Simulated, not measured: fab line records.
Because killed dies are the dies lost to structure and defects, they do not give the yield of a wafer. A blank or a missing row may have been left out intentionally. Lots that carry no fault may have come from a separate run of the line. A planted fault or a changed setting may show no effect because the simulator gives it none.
Problem report in the 8D (eight disciplines) form, filled by code :: flow berkeley cmos170 :: the parts of the form that need people (team, actions taken, sign-off) are left out

== 1. WHAT WENT WRONG ==
Wafers free of any fault read 4206 (standard deviation 20) for NSD_TW at UCB170_NSD_TW_MEAS_10, against a mean of 294 on 6 wafers of 2 lots. So: -99 or more standard deviations from the usual mean.
Seen first at day 8 17:47 on film metro-03, wafer L957.2. The record has a number at this step for 42 wafers belonging to 14 lots. By rule, "out" or "out of limits" means more than 4 standard deviations away from the usual mean. The rest of the wafers with a number are treated as sound.

== 2. WHAT IT IS; WHAT IT IS NOT ==
question: which readings at this step
is: NSD_TW
is not: -

question: which lots
is: L957, L960
is not: L947, L948, L949, L950, L952, L953, L963, L964, L965, L966, L967, L969

question: which wafers of those lots
is: all that have a number
is not: -

question: read on which gauges
is: film metro-01, film metro-03
is not: film metro-02

question: when
is: from day 8 17:47
is not: up to then (18 sound wafers); but 18 sound wafers of L963, L964, L965, L966, L967, L969 came after

== 3. THE SUSPECTS, EACH WITH WHAT RULES IT OUT ==
Counting: a tool stays on the suspect list if, at a process step up to the reading, it processed all lots that are out and no sound lot following the first of them.
- the gauge at UCB170_NSD_TW_MEAS_10 has been ruled out. 2 gauges (film metro-01, film metro-03) read the wafers that are out.
- pecvd-01 at UCB170_SPACER_CVD_00 (deposits SiO2 from TEOS/O2, target thk 376 nm, time 47 s): ruled out as a lasting fault. The sound lots L963, L964, L965 went through it after L957, its earliest lot that is out (day 8 05:49).
- litho track-04 at UCB170_NSD_DEVELOP_05 (develop time 45 s): kept. All lots that are out passed through it, beginning with L957 at day 8 17:00, and no sound lot followed; its final sound lot before that point was L950 at day 7 00:00.
The count leaves litho track-04 at UCB170_NSD_DEVELOP_05.

== 4. THE CAUSE (what the simulator had put in) ==
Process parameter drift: litho track-04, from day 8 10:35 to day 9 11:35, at UCB170_NSD_DEVELOP_05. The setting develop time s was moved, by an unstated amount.
After counting, this tool was the only one left.

== 5. SEQUENCE OF EFFECTS, ordered by route ==
Each row: a reading where the mean over the struck wafers with a number is more than 3 standard deviations away from the usual. Only readings whose record carries a usual standard deviation are examined. hours: median over the lots of the time between each lot's start at the first step of this table that gives one and its start at this step. sigmas: the change, counted in usual standard deviations.
hours: 0
step: UCB170_NSD_TW_MEAS_10
reading: NSD_TW
usual: 4206
on struck wafers: 294
change: -3912
sigmas: -99 or more

== 6. WHAT WOULD HAVE CAUGHT IT SOONER ==
Counted from the fault's start at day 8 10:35, it took 7 hours until the first out-of-limits reading at a measuring or inspecting step in this record, taken at day 8 17:47.
No tool reading at UCB170_NSD_DEVELOP_05 that has a usual standard deviation in the record was out on any struck wafer, so an alarm limit of 4 standard deviations on those readings would not have fired.
Among the 2 lots that are out, L960 began UCB170_NSD_DEVELOP_05 on litho track-04 after day 8 17:47. Putting the tool on hold at that point would have spared it.
